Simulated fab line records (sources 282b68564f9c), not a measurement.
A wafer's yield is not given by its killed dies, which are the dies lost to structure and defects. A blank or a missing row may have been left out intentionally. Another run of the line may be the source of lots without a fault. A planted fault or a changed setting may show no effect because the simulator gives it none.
One fault through the eyes of 2 desks	flow rit cmos	what lay behind the numbers comes last; until then each desk has only its own

FROM THE METROLOGY DESK
What the gauges read for every lot (on any tool): the sampled wafers with a number, averaged. If a lot's mean is further than 4 standard deviations from the usual mean, the lot is out of limits and carries the mark OUT (the distance appears in the brackets).
Columns: A = NWELL_OVL at RIT_NWELL_OVL_MEAS_06, usual 1.2 nm; B = cd nm at RIT_M1_CD_MEAS_09, usual 2600.3 nm
lot	first seen here	A	B
L104	day 1 21:20	0.0	2601.0
L106	day 2 08:39	0.1	2603.1
L107	day 2 11:19	1.1	2600.0
L108	day 2 17:17	2.8	2599.8
L111	day 3 07:47	2.8	2599.5
L112	day 3 13:20	0.2	2600.7
L113	day 3 17:23	3.2	2600.7
L115	day 4 05:44	1.3	2603.2
L116	day 4 08:26	-0.8	2603.8
L117	day 4 13:51	3.2	2598.5
L120	day 5 04:31	1.4	2598.7
L122	day 5 15:05	2.5	2603.6
L126	day 6 10:26	-1.9	2600.0
This desk found nothing out of limits on any of the 13 lots.

THE TOOL OWNER'S DESK: rie diel-01
The tool's own readings at RIT_CONTACT_ETCH_11 (etches SiO2 in CHF3/CF4/Ar, stops on TiSi2, target depth 480 nm, time 320 s): means of the sampled wafers that have a number, for each lot that ran on this tool. If a lot's mean is further than 4 standard deviations from the usual mean, the lot is out of limits and carries the mark OUT (the distance appears in the brackets).
Columns: A = drypump motor current A at RIT_CONTACT_ETCH_11, usual 5.8 A; B = oes product au at RIT_CONTACT_ETCH_11, usual 0.993 a.u.; C = throttle valve pct at RIT_CONTACT_ETCH_11, usual 8.84 %
lot	first seen here	A	B	C
L108	day 3 23:50	5.8	0.989	8.82
L112	day 4 20:38	5.8	0.996	8.83
L113	day 5 01:52	5.8	0.986	8.82
L116	day 5 15:28	6.0	0.990	8.79
L117	day 5 23:28	6.0	1.005	8.81
L120	day 6 13:16	6.1	0.997	8.73
This desk found nothing out of limits on any of the 6 lots.

TAKEN TOGETHER
Metrology desk: nothing out of limits seen.
The tool owner's desk saw nothing out of limits.

WHAT HAD BEEN PUT IN BY THE SIMULATOR
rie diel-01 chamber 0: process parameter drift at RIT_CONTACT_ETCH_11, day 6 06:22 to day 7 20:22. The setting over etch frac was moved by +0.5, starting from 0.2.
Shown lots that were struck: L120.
